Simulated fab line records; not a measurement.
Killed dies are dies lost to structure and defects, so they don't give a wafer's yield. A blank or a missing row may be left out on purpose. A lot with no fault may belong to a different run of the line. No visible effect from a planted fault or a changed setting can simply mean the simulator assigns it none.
Which tool did it? ; flow berkeleyCmos170 ; 14 lots (42 wafers sampled), 1 step of a 331-step route

== WHAT EACH GAUGE READ, for each wafer ==
UCB170_GATE_CD_MEAS_12 targets a cd of 350 nm. Usual: cdNm 350.2 nm, standard deviation 1.4.
lot;measured;on;cdNm (nm);flag
L759;day 7 12:04;cdSem-01;352.6 351.0 351.2;
L760;day 7 23:28;cdSem-01;350.9 349.9 351.0;
L764;day 8 08:00;cdSem-02;351.3 351.7 351.1;
L763;day 8 08:25;cdSem-02;349.7 350.8 348.9;
L768;day 9 07:36;cdSem-02;349.9 351.1 349.3;
L766;day 9 07:54;cdSem-02;349.9 350.9 352.0;
L767;day 9 08:16;cdSem-02;350.3 349.8 350.4;
L769;day 9 09:06;cdSem-02;350.3 352.2 353.1;
L772;day 10 00:48;cdSem-02;347.1 348.6 347.3;
L776;day 10 11:44;cdSem-01;350.0 351.0 349.5;
L773;day 10 12:13;cdSem-02;351.9 352.1 352.5;
L778;day 11 02:31;cdSem-02;347.3 347.3 348.8;
L777;day 11 02:56;cdSem-01;352.0 352.6 351.4;
L780;day 11 15:43;cdSem-02;351.3 350.7 351.5;

== TOOL THAT RAN EACH LOT (tool first, then ch and the chambers of the sampled wafers, then the start) ==
The record shows no process step preceding these readings.

== WHAT THE TOOLS THEMSELVES READ (means of the sampled wafers that have a number; where no wafer has one, the mark that the record gives instead) ==
The record holds no such reading with a usual standard deviation.

== THE ANSWER, worked out from the rows above alone ==
Rule: take the mean of a lot's wafers that have a number; if it is more than 3 standard deviations from the usual mean, the lot is off. A lot without any number at a reading at which 4 lots or more have one is off too. The other lots that the step has rows for count as sound. First the gauges in route order, then the tools' own readings, where a lot's mean is used as printed above. At the first step where some lot is off, the reading lying furthest off is the one used; lots without a number count as furthest.
Nothing can be told from this: no lot is off at any reading shown.

== WHAT WAS PUT IN BY THE SIMULATOR ==
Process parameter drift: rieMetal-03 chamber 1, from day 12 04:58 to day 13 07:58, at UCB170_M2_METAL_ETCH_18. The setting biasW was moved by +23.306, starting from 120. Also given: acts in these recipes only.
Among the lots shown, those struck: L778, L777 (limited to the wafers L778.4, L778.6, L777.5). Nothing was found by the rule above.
